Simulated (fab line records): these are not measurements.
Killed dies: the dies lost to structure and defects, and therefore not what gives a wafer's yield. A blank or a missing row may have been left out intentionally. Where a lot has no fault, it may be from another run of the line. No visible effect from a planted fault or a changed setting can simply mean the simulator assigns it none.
Code-filled problem report in 8D (eight disciplines) form + flow berkeley cmos170 + the parts of the form that need people (team, actions taken, sign-off) are left out

1. WHAT IS WRONG
tilt deg at UCB170_PSD_IMPLANT_08 reads a mean of 7.253 degrees on 6 wafers of 2 lots; wafers without a fault read 7.001 degrees with a standard deviation of 0.019. Relative to the usual mean, that is a shift of +13 standard deviations.
First seen on wafer L152.1, day 11 13:57, on implanter-03. The record holds 42 wafers of 14 lots with a number at this step. Rule for "out", or "out of limits": more than 4 standard deviations from the usual mean. The other wafers with a number count as sound.

2. WHAT IT IS, WHAT IT ISN'T
| question                    | is                     | is not                                                                    |
|-----------------------------|------------------------|---------------------------------------------------------------------------|
| which readings at this step | tilt deg               | -                                                                         |
| which lots                  | L152, L154             | L135, L136, L137, L138, L139, L140, L143, L144, L146, L153, L156, L158    |
| which wafers of those lots  | all that have a number | -                                                                         |
| read on which tools         | implanter-03           | implanter-02, implanter-04                                                |
| when                        | from day 11 13:57      | up to then (30 sound wafers); but 6 sound wafers of L156, L158 came after |

3. SUSPECTS, AND WHAT RULES EACH OUT
Counting: any tool at a process step up to the reading is kept as a suspect provided that every lot that is out went through it and no sound lot did after the first of them.
- implanter-03 at UCB170_PSD_IMPLANT_08: kept. It ran every lot that is out, first L152 (day 11 13:57), and no sound lot after that; its last sound lot up to then is L146 (day 9 23:41). On those wafers its own readings are out: tilt deg.
After counting, what remains is implanter-03 at UCB170_PSD_IMPLANT_08.

4. THE CAUSE (what the simulator had put in)
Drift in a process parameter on implanter-03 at UCB170_PSD_IMPLANT_08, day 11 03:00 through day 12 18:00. A move of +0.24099 in setting tilt deg, from 7. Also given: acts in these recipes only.
Only this tool survived the counting.

5. SEQUENCE OF EFFECTS, ordered by route
One row per reading whose mean, taken over the struck wafers that have a number, lies over 3 standard deviations from the usual. Scope: only readings with a usual standard deviation given in the record; hours: median across lots of the time from each lot's start at the first step in this table that gives one to its start at this step; sigmas: change in usual standard deviations.
| hours | step                  | reading  | usual         | on struck wafers | change | sigmas |
|-------|-----------------------|----------|---------------|------------------|--------|--------|
| 0     | UCB170_PSD_IMPLANT_08 | tilt deg | 7.001 degrees | 7.253            | +0.252 | +13    |
The process steps in it:
- UCB170_PSD_IMPLANT_08

6. HOW IT WOULD HAVE BEEN CAUGHT EARLIER
In this record no reading fell out of limits until day 11 13:57, 11 hours after the fault had begun at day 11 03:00.
